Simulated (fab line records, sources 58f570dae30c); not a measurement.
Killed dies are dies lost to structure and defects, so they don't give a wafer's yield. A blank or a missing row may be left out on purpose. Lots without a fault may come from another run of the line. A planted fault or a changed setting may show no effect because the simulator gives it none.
Which tool did it? | flow berkeley_cmos170 | 14 lots, 42 wafers sampled, at 5 steps of a route of 331

WHAT THE GAUGES READ, wafer by wafer
UCB170_GATE_THK_MEAS_02.
lot  | measured     | on            | GATE_OXIDE_THK (nm)
L376 | day 6 22:46  | film_metro-04 | 6.52 6.53 6.45
L377 | day 7 10:38  | film_metro-02 | 6.65 6.57 6.66
L379 | day 7 10:39  | film_metro-04 | 6.60 6.69 6.60
L380 | day 8 00:05  | film_metro-03 | 6.60 6.69 6.51
L383 | day 8 04:31  | film_metro-03 | 6.43 6.37 6.48
L385 | day 8 21:38  | film_metro-04 | 6.69 6.63 6.60
L387 | day 8 21:39  | film_metro-02 | 6.60 6.66 6.66
L388 | day 8 21:41  | film_metro-03 | 6.59 6.58 6.47
L389 | day 8 21:41  | film_metro-02 | 6.73 6.62 6.72
L390 | day 9 14:01  | film_metro-02 | 6.56 6.45 6.57
L391 | day 9 14:01  | film_metro-04 | 6.53 6.65 6.67
L392 | day 9 14:01  | film_metro-03 | 6.61 6.51 6.64
L396 | day 10 21:42 | film_metro-02 | 6.60 6.67 6.56
L399 | day 11 12:59 | film_metro-04 | 6.67 6.69 6.67

UCB170_NLDD_OVL_MEAS_07.
lot  | measured     | on         | NLDD_OVL (nm)
L376 | day 7 13:14  | overlay-02 | 7 5 -2
L377 | day 7 23:18  | overlay-02 | -2 -14 1
L379 | day 7 23:35  | overlay-02 | 4 6 4
L380 | day 8 15:39  | overlay-01 | 6 15 9
L383 | day 8 16:17  | overlay-02 | 8 2 6
L385 | day 9 10:46  | overlay-02 | -5 -2 -2
L387 | day 9 13:36  | overlay-02 | 9 10 5
L388 | day 9 13:13  | overlay-02 | 10 5 4
L389 | day 9 13:43  | overlay-02 | 10 9 8
L390 | day 10 11:17 | overlay-02 | -1 3 13
L391 | day 10 11:32 | overlay-02 | -3 -1 3
L392 | day 10 11:34 | overlay-02 | -8 11 0
L396 | day 11 14:23 | overlay-01 | 3 -2 -3
L399 | day 12 01:42 | overlay-01 | 0 3 -5

UCB170_NSD_CD_MEAS_06: target cd 1200 nm.
lot  | measured     | on        | cd_nm (nm)
L376 | day 7 21:56  | cd_sem-02 | 1202.0 1201.6 1200.8
L377 | day 8 09:17  | cd_sem-01 | 1198.9 1200.7 1200.4
L379 | day 8 09:35  | cd_sem-02 | 1199.8 1200.5 1199.8
L380 | day 9 00:55  | cd_sem-02 | 1199.2 1199.4 1199.3
L383 | day 9 04:23  | cd_sem-02 | 1201.4 1199.7 1199.8
L385 | day 9 23:08  | cd_sem-01 | 1199.9 1199.4 1201.0
L387 | day 10 00:20 | cd_sem-02 | 1204.0 1203.9 1203.3
L388 | day 9 23:29  | cd_sem-01 | 1199.2 1199.0 1199.5
L389 | day 9 23:45  | cd_sem-01 | 1199.2 1201.0 1199.2
L390 | day 10 21:02 | cd_sem-02 | 1205.1 1205.4 1204.1
L391 | day 10 21:19 | cd_sem-01 | 1201.2 1200.0 1201.3
L392 | day 10 21:09 | cd_sem-02 | 1200.3 1200.0 1198.4
L396 | day 11 23:09 | cd_sem-02 | 1200.1 1199.6 1200.3
L399 | day 12 13:01 | cd_sem-02 | 1201.1 1200.5 1199.8

UCB170_NSD_TW_MEAS_10.
lot  | measured     | on            | NSD_TW
L376 | day 7 22:21  | film_metro-04 | 4125 4136 4132
L377 | day 8 09:41  | film_metro-02 | 4226 4216 4233
L379 | day 8 09:59  | film_metro-04 | 4163 4164 4178
L380 | day 9 01:22  | film_metro-01 | 4163 4194 4164
L383 | day 9 04:48  | film_metro-04 | 4118 4126 4116
L385 | day 9 23:32  | film_metro-04 | 4111 4090 4121
L387 | day 10 00:44 | film_metro-02 | 4209 4215 4213
L388 | day 9 23:53  | film_metro-04 | 4106 4109 4124
L389 | day 10 00:10 | film_metro-01 | 4164 4161 4158
L390 | day 10 21:25 | film_metro-01 | 4211 4195 4190
L391 | day 10 21:46 | film_metro-04 | 4126 4151 4142
L392 | day 10 21:32 | film_metro-04 | 4110 4119 4139
L396 | day 11 23:34 | film_metro-04 | 4122 4092 4131
L399 | day 12 13:25 | film_metro-01 | 4198 4196 4202

WHICH TOOL RAN EACH LOT (tool, then ch and the chambers of the sampled wafers, then the start)
lot  | UCB170_NSD_PEB_04
L376 | litho_track-03 ch 0, day 7 21:40
L377 | litho_track-01 ch 0, day 8 09:00
L379 | litho_track-04 ch 0, day 8 09:19
L380 | litho_track-04 ch 0, day 9 00:38
L383 | litho_track-01 ch 0, day 9 04:07
L385 | litho_track-01 ch 0, day 9 22:52
L387 | litho_track-04 ch 0, day 10 00:05
L388 | litho_track-04 ch 0, day 9 23:12
L389 | litho_track-04 ch 0, day 9 23:29
L390 | litho_track-04 ch 0, day 10 20:46
L391 | litho_track-03 ch 0, day 10 21:02
L392 | litho_track-01 ch 0, day 10 20:49
L396 | litho_track-03 ch 0, day 11 22:53
L399 | litho_track-01 ch 0, day 12 12:44
- UCB170_NSD_PEB_04

WHAT THE TOOLS THEMSELVES READ (means of the sampled wafers that have a number; where no wafer has one, the mark that the record gives instead)
UCB170_NSD_PEB_04.
lot  | tool           | exhaust_pa (Pa) | heater_power_total_W (W)
L376 | litho_track-03 | 45.3            | 56.80
L377 | litho_track-01 | 45.5            | 56.78
L379 | litho_track-04 | 44.4            | 56.78
L380 | litho_track-04 | 45.3            | 56.79
L383 | litho_track-01 | 44.8            | 56.77
L385 | litho_track-01 | 45.7            | 56.79
L387 | litho_track-04 | 44.7            | 56.78
L388 | litho_track-04 | 44.9            | 56.82
L389 | litho_track-04 | 43.6            | 56.80
L390 | litho_track-04 | 45.3            | 56.78
L391 | litho_track-03 | 45.4            | 56.82
L392 | litho_track-01 | 44.3            | 56.73
L396 | litho_track-03 | 43.9            | 56.82
L399 | litho_track-01 | 45.0            | 56.83

THE ANSWER, worked out from the rows above alone
Rule: what is usual is taken from the lots themselves. Put in order of their means at a reading, lots are off if they are a third of the lots or fewer, leave a main group of 4 or more, and stand apart from it by a gap of 3 or more times the standard deviation of the main group's means; of several such gaps the widest counts. A main group whose means are all the same, to the digits that the tables above print for the reading, isn't used. A lot without any number at a reading at which 4 lots or more have one is off too. The other lots that the step has rows for count as sound. The gauges are gone through in route order, then the tools' own readings, and for those a lot's mean is taken as printed above. The first step at which some lot is off is used, and at that step the reading that is off furthest; a lot without a number counts as furthest.
Off: L387, L390, at UCB170_NSD_CD_MEAS_06 (cd_nm). The main group: mean 1200.1 nm, standard deviation 0.6.
A tool fits if, at a process step before that reading, it ran every lot that is off, and no sound lot after the first of them. The gauges at UCB170_NSD_CD_MEAS_06 are tried like those tools. One fits: litho_track-04 at UCB170_NSD_PEB_04. Its last sound lot is L389 (day 9 23:29), its first lot that is off L387 (day 10 00:05): a fault that began between those two fits.

WHAT THE SIMULATOR HAD PUT IN
Process parameter drift: litho_track-04, from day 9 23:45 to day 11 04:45, at UCB170_NSD_PEB_04. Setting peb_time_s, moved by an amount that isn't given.
Lots struck among those shown: L387, L390. The rule above found the same.
